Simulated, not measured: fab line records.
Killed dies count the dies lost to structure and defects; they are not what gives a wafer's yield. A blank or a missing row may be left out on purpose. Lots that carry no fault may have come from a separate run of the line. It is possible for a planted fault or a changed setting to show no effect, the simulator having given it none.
Which of the tools did it? | flow rit-cmos | 14 lots, 42 wafers sampled, at 2 steps of a route of 202

## WHAT THE GAUGES SHOWED, per wafer
RIT_PLDD_TW_MEAS_10.
lot  | measured    | on            | PLDD_TW
L852 | day 2 22:57 | film-metro-02 | 2283 2287 2287
L853 | day 3 05:44 | film-metro-04 | 2352 2344 2342
L855 | day 3 15:28 | film-metro-02 | 2283 2283 2288
L856 | day 3 18:05 | film-metro-04 | 2344 2350 2352
L857 | day 4 03:08 | film-metro-02 | 2294 2298 2295
L858 | day 4 03:35 | film-metro-02 | 2305 2288 2290
L859 | day 4 08:44 | film-metro-02 | 2289 2294 2301
L860 | day 4 18:02 | film-metro-04 | 30 30 30
L862 | day 5 04:18 | film-metro-02 | 29 30 29
L869 | day 6 12:46 | film-metro-04 | 2340 2341 2341
L870 | day 6 15:35 | film-metro-04 | 2332 2339 2347
L871 | day 6 21:41 | film-metro-03 | 2298 2288 2295
L872 | day 7 04:19 | film-metro-04 | 2329 2340 2327
L875 | day 7 17:43 | film-metro-04 | 2327 2340 2339

## EACH LOT AND THE TOOL THAT RAN IT (in order: tool; ch and the chambers of the sampled wafers; start)
lot  | RIT_PLDD_DEVELOP_05
L852 | litho-track-02 ch 0, day 2 22:00
L853 | litho-track-02 ch 0, day 3 05:00
L855 | litho-track-02 ch 0, day 3 14:00
L856 | litho-track-04 ch 0, day 3 17:00
L857 | litho-track-03 ch 0, day 4 02:00
L858 | litho-track-03 ch 0, day 4 02:00
L859 | litho-track-02 ch 0, day 4 08:00
L860 | litho-track-03 ch 0, day 4 17:00
L862 | litho-track-03 ch 0, day 5 03:00
L869 | litho-track-04 ch 0, day 6 12:00
L870 | litho-track-02 ch 0, day 6 14:00
L871 | litho-track-02 ch 0, day 6 20:00
L872 | litho-track-02 ch 0, day 7 03:00
L875 | litho-track-04 ch 0, day 7 17:00
- RIT_PLDD_DEVELOP_05: develop time 50 s.

## AS READ BY THE TOOLS THEMSELVES (means over the sampled wafers that have a number; for cases with no such wafer, the mark the record gives instead)
The record holds no such reading with a usual standard deviation.

## THE ANSWER, worked out from the rows above alone
Rule: what is usual is taken from the lots themselves. Put in order of their means at a reading, lots are off if they are a third of the lots or fewer, leave a main group of 4 or more, and stand apart from it by a gap of 3 or more times the standard deviation of the main group's means; of several such gaps the widest counts. A main group whose means are all the same, to the digits that the tables above print for the reading, isn't used. Also off: a lot with no number at a reading for which 4 or more lots have one. The other lots that the step has rows for count as sound. Order of review: gauges by route order, followed by the tools' own readings, for which a lot's mean as printed above is used. The first step at which some lot is off is used, and at that step the reading that is off furthest; a lot without a number counts as furthest.
Off: at RIT_PLDD_TW_MEAS_10 (PLDD_TW), L860, L862. Main group: mean 2316, sd 25.
A tool fits if, at a process step before that reading, it ran every lot that is off, and no sound lot after the first of them. Those tools and the gauges at RIT_PLDD_TW_MEAS_10 are tried in the same way. One fits: litho-track-03 at RIT_PLDD_DEVELOP_05. A fault onset in the window from L857 (day 4 02:00, its last sound lot) to L860 (day 4 17:00, its first lot off) fits.

## WHAT WAS PUT IN BY THE SIMULATOR
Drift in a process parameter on litho-track-03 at RIT_PLDD_DEVELOP_05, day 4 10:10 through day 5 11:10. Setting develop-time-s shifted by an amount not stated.
Lots struck among those shown: L860, L862. Same finding as the rule above.
